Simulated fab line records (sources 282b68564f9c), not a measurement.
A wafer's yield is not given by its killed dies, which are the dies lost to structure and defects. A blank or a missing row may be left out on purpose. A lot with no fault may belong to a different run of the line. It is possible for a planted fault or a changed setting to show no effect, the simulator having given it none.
Which of the tools did it? ; flow rit cmos ; 42 wafers from 14 lots sampled at 2 of the route's 202 steps

WHAT EACH GAUGE READ, for each wafer
RIT_M1_CD_MEAS_90: the cd target is 2600 nm.
lot;measured;on;cd nm (nm)
L671;day 3 13:58;cd sem-01;2601.4 2599.2 2599.6
L674;day 4 00:28;cd sem-01;2597.9 2596.3 2595.5
L678;day 5 01:25;cd sem-01;2603.1 2600.8 2601.7
L679;day 5 08:13;cd sem-02;2601.7 2599.1 2598.9
L680;day 5 11:29;cd sem-01;2599.3 2598.9 2598.6
L682;day 5 18:22;cd sem-01;2599.3 2597.4 2597.3
L683;day 6 01:13;cd sem-01;2597.4 2597.5 2598.4
L684;day 6 08:11;cd sem-01;2602.2 2603.7 2603.4
L685;day 6 12:58;cd sem-01;2598.0 2600.5 2597.1
L687;day 6 20:25;cd sem-02;2598.5 2600.7 2599.7
L688;day 7 00:00;cd sem-02;2597.3 2615.1 2598.6
L689;day 7 06:43;cd sem-01;2596.8 2596.4 2596.8
L690;day 7 09:52;cd sem-02;2599.6 2613.9 2596.9
L694;day 8 17:40;cd sem-02;2603.8 2601.9 2602.7

WHAT TOOL EACH LOT RAN ON (gives the tool, then ch and the chambers of the sampled wafers, and finally the start)
lot;RIT_M1_METAL_ETCH_12
L671;rie metal-01 ch 0,1, day 3 13:26
L674;rie metal-01 ch 0, day 3 23:57
L678;rie metal-04 ch 0,1, day 5 00:54
L679;rie metal-02 ch 0,1, day 5 07:42
L680;rie metal-01 ch 0,1, day 5 10:59
L682;rie metal-02 ch 1, day 5 17:50
L683;rie metal-01 ch 0,1, day 6 00:43
L684;rie metal-04 ch 0,1, day 6 07:41
L685;rie metal-02 ch 0,1, day 6 12:26
L687;rie metal-02 ch 0,1, day 6 19:53
L688;rie metal-01 ch 0,1, day 6 23:29
L689;rie metal-02 ch 0,1, day 7 06:13
L690;rie metal-01 ch 0,1, day 7 09:22
L694;rie metal-04 ch 0,1, day 8 17:09
- RIT_M1_METAL_ETCH_12: etches Al in Cl2/BCl3, stops on SiO2, time 165 s, target depth 600 nm.

WHAT THE TOOLS THEMSELVES READ (means of the sampled wafers that have a number; where no wafer has one, the mark that the record gives instead)
RIT_M1_METAL_ETCH_12.
lot;tool;drypump motor current A (A);oes product au (a.u.);rf fwd power W (W);throttle valve pct (%)
L671;rie metal-01;5.6;0.777;248.9;8.29
L674;rie metal-01;6.0;0.770;248.9;8.31
L678;rie metal-04;6.4;0.772;248.3;8.30
L679;rie metal-02;5.7;0.782;249.5;8.26
L680;rie metal-01;5.3;0.771;248.0;8.29
L682;rie metal-02;5.7;0.791;249.3;8.18
L683;rie metal-01;5.6;0.782;249.6;8.29
L684;rie metal-04;6.3;0.785;248.5;8.37
L685;rie metal-02;5.8;0.778;248.4;8.34
L687;rie metal-02;5.8;0.769;249.7;8.34
L688;rie metal-01;5.3;0.769;215.1;8.30
L689;rie metal-02;5.8;0.773;248.4;8.26
L690;rie metal-01;5.3;0.769;215.4;8.30
L694;rie metal-04;6.4;0.777;248.9;8.30

THE ANSWER, worked out from the rows above alone
Rule: the lots themselves supply what counts as usual. Put in order of their means at a reading, lots are off if they are a third of the lots or fewer, leave a main group of 4 or more, and stand apart from it by a gap of 3 or more times the standard deviation of the main group's means; of several such gaps the widest counts. The tables above print the reading to a certain number of digits; a main group whose means all agree to those digits is not used. Also off: a lot with no number at a reading for which 4 or more lots have one. Where the step has rows for the other lots, those lots are counted as sound. Order of review: gauges by route order, followed by the tools' own readings, for which a lot's mean as printed above is used. At the first step where some lot is off, the reading lying furthest off is the one used; lots without a number count as furthest.
Off, at RIT_M1_METAL_ETCH_12 on rf fwd power W: L688, L690. The main group has a mean of 248.9 W with a standard deviation of 0.54.
If a tool, at that step or one of the process steps before it, ran each lot that is off and ran no sound lot following the first of them, it fits. One fits: rie metal-01 at RIT_M1_METAL_ETCH_12. A fault onset in the window from L683 (day 6 00:43, its last sound lot) to L688 (day 6 23:29, its first lot off) fits.
On the lots that are off, the tool's own readings at RIT_M1_METAL_ETCH_12 differ by more than 5 times the standard deviation of the sound lots' means, which bears it out; rf fwd power W reads 215.2 W there versus 248.9 W on the sound lots.

WHAT THE SIMULATOR HAD INSERTED
rie metal-01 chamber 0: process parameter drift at RIT_M1_METAL_ETCH_12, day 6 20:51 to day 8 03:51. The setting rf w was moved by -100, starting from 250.
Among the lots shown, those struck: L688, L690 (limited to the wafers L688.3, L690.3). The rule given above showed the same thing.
